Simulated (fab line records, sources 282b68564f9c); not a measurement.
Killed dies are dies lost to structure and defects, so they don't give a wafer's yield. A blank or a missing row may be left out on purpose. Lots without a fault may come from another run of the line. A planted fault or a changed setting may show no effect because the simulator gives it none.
A struck lot beside a sound one | flow rit_cmos | 14 steps out of a route of 202
Sound: wafers L795.3, L795.4, L795.5. Struck: wafers L805.2, L805.3, L805.4. The cause comes at the end.
At each step with rows: each side's tool, then ch and its chambers, then its first start. Under that, the readings that differ: sound wafers | struck wafers | difference of the means | sigmas: that difference in standard deviations of wafers without a fault.
alike: readings whose means differ by less than 2 such deviations, and words and numbers that are the same on both sides. not compared: withheld readings, readings that some wafer has no value for, bounds like >300 that may hide the same value, and numbers for which the record gives no deviation and whose values overlap.
The two part at a step that has a row with sigmas, a row that says differs or no value, or rows on one side only. Numbers that don't overlap but have no deviation are shown without sigmas and don't part them. A reading that every wafer of one side lacks parts them only if that side has two wafers or more.

first, 1 step without rows for these wafers: RIT_SILICIDE_WET_ETCH_00 (etches SiO2 in BOE, target depth 14 nm, time 15 s).
RIT_SILICIDE_SPUTTER_01: material Ti, target thk 30 nm, time 234.8 s.
  sound on pvd_sputter-02, day 5 20:40; struck on pvd_sputter-02, day 8 01:44
  alike: cathode_dc_power_W, throttle_valve_pct
RIT_SILICIDE_RS_MEAS_02: measures by four-point-probe.
  sound on film_metro-02, day 5 20:51; struck on film_metro-04, day 8 01:54
  alike: SILICIDE_TI_RS
RIT_SILICIDE_THK_MEAS_03: measures by xrf.
  sound on film_metro-02, day 5 20:57; struck on film_metro-04, day 8 02:01
  alike: SILICIDE_TI_THK
RIT_SILICIDE_RTA_04: time 10 s, ramp up 5 s, ramp down 5 s.
  sound on rtp_anneal-01 ch 0, day 5 21:01; struck on rtp_anneal-01 ch 0, day 8 02:04
  alike: wafer_temp_C_max
then, 1 step without rows for these wafers: RIT_SILICIDE_WET_ETCH_05 (etches Ti in SPM, time 120 s).
RIT_SILICIDE_RTA_06: time 10 s, ramp up 5 s, ramp down 10 s.
  sound on rtp_anneal-02 ch 0, day 5 21:07; struck on rtp_anneal-02 ch 0, day 8 02:11
  alike: wafer_temp_C_max
RIT_CONTACT_CVD_00: deposits SiO2 from TEOS, target thk 400 nm, time 61 s.
  sound on pecvd-04 ch 0,2, day 5 21:10; struck on pecvd-02 ch 0,2, day 8 02:14
  alike: heater_power_w
RIT_CONTACT_THK_MEAS_01:
  sound on film_metro-03, day 5 21:14; struck on film_metro-03, day 8 02:17
  alike: CONTACT_TEOS_THK
then, 3 steps without rows for these wafers: RIT_CONTACT_HMDS_02 (prime time 60 s); RIT_CONTACT_COAT_03 (resist thk 1000 nm); RIT_CONTACT_SOFTBAKE_04 (time 60 s).
RIT_CONTACT_EXPOSE_05: exposes mask M11, target cd 1000 nm.
  sound on iline_stepper-02 ch 0, day 5 21:46; struck on iline_stepper-01, day 8 02:56
  no value came back on the struck wafers for exposure_dose_mJ_cm2, focus_offset_nm (nm); on the sound wafers exposure_dose_mJ_cm2 reads 249.93 249.93 250.20
  alike: mask
then, 1 step without rows for these wafers: RIT_CONTACT_PEB_06.

WHERE THEY PART
Only at RIT_CONTACT_EXPOSE_05, within this record.

WHY: what the simulator had put in
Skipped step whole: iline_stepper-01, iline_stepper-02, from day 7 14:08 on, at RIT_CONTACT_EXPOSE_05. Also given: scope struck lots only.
